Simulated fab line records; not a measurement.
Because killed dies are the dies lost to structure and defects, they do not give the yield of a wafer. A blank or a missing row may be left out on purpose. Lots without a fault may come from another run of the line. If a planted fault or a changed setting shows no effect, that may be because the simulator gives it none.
Which tool was responsible?    flow ritCmos    14 lots with 42 wafers sampled at 2 steps, on a route of 202 steps

## WHAT EACH GAUGE READ, for each wafer
RIT_SPACER_THK_MEAS_04. Usual: SPACER_NITRIDE_THK gives 248.7 nm (standard deviation 2.4).
lot   measured     on            SPACER_NITRIDE_THK (nm)  flag
L265  day 3 10:26  filmMetro-03  246.0 249.6 248.4        
L266  day 3 16:44  filmMetro-04  251.9 249.6 248.6        
L267  day 3 21:59  filmMetro-04  250.1 249.3 250.5        
L268  day 4 01:11  filmMetro-01  246.1 246.8 245.8        
L269  day 4 01:10  filmMetro-04  250.5 249.0 249.9        
L270  day 4 09:33  filmMetro-01  244.9 246.2 246.8        
L272  day 4 18:27  filmMetro-04  247.6 249.3 247.5        
L274  day 5 06:14  filmMetro-03  254.1 253.8 250.8        
L275  day 5 07:40  filmMetro-04  249.4 249.6 248.0        
L279  day 6 04:49  filmMetro-03  248.5 250.3 247.0        
L280  day 6 10:10  filmMetro-03  248.4 250.7 249.2        
L283  day 7 03:44  filmMetro-04  247.2 246.1 247.3        
L284  day 7 06:07  filmMetro-01  249.3 250.7 250.9        
L288  day 8 02:27  filmMetro-01  248.4 247.9 247.0        

## EACH LOT AND THE TOOL THAT RAN IT (in order: tool; ch and the chambers of the sampled wafers; start)
lot   RIT_FOX1_OXIDATION_00
L265  furnace-04 ch 0, day 1 20:15
L266  furnace-04 ch 0, day 2 00:49
L267  furnace-04 ch 0, day 2 05:37
L268  furnace-03 ch 0, day 2 10:31
L269  furnace-03 ch 0, day 2 15:05
L270  furnace-01 ch 0, day 2 19:08
L272  furnace-01 ch 0, day 3 07:01
L274  furnace-04 ch 0, day 3 19:13
L275  furnace-04 ch 0, day 3 19:13
L279  furnace-01 ch 0, day 4 15:11
L280  furnace-03 ch 0, day 4 20:03
L283  furnace-03 ch 0, day 5 12:07
L284  furnace-03 ch 0, day 5 19:14
L288  furnace-03 ch 0, day 6 14:11
- RIT_FOX1_OXIDATION_00: target thk 350.7 nm, ox time 1130 s.

## WHAT THE TOOLS THEMSELVES READ (means of the sampled wafers that have a number; where no wafer has one, the mark that the record gives instead)
The record holds no such reading with a usual standard deviation.

## THE ANSWER, worked out from the rows above alone
Rule: a lot is off if the mean of its wafers that have a number lies more than 3 standard deviations from the usual mean. A lot without any number at a reading at which 4 lots or more have one is off too. Any other lot the step has rows for is counted as sound. Order of review: gauges by route order, followed by the tools' own readings, for which a lot's mean as printed above is used. The first step at which some lot is off is used, and at that step the reading that is off furthest; a lot without a number counts as furthest.
Across all readings shown, no lot is off: no conclusion can be drawn from this.

## WHAT THE SIMULATOR PUT IN
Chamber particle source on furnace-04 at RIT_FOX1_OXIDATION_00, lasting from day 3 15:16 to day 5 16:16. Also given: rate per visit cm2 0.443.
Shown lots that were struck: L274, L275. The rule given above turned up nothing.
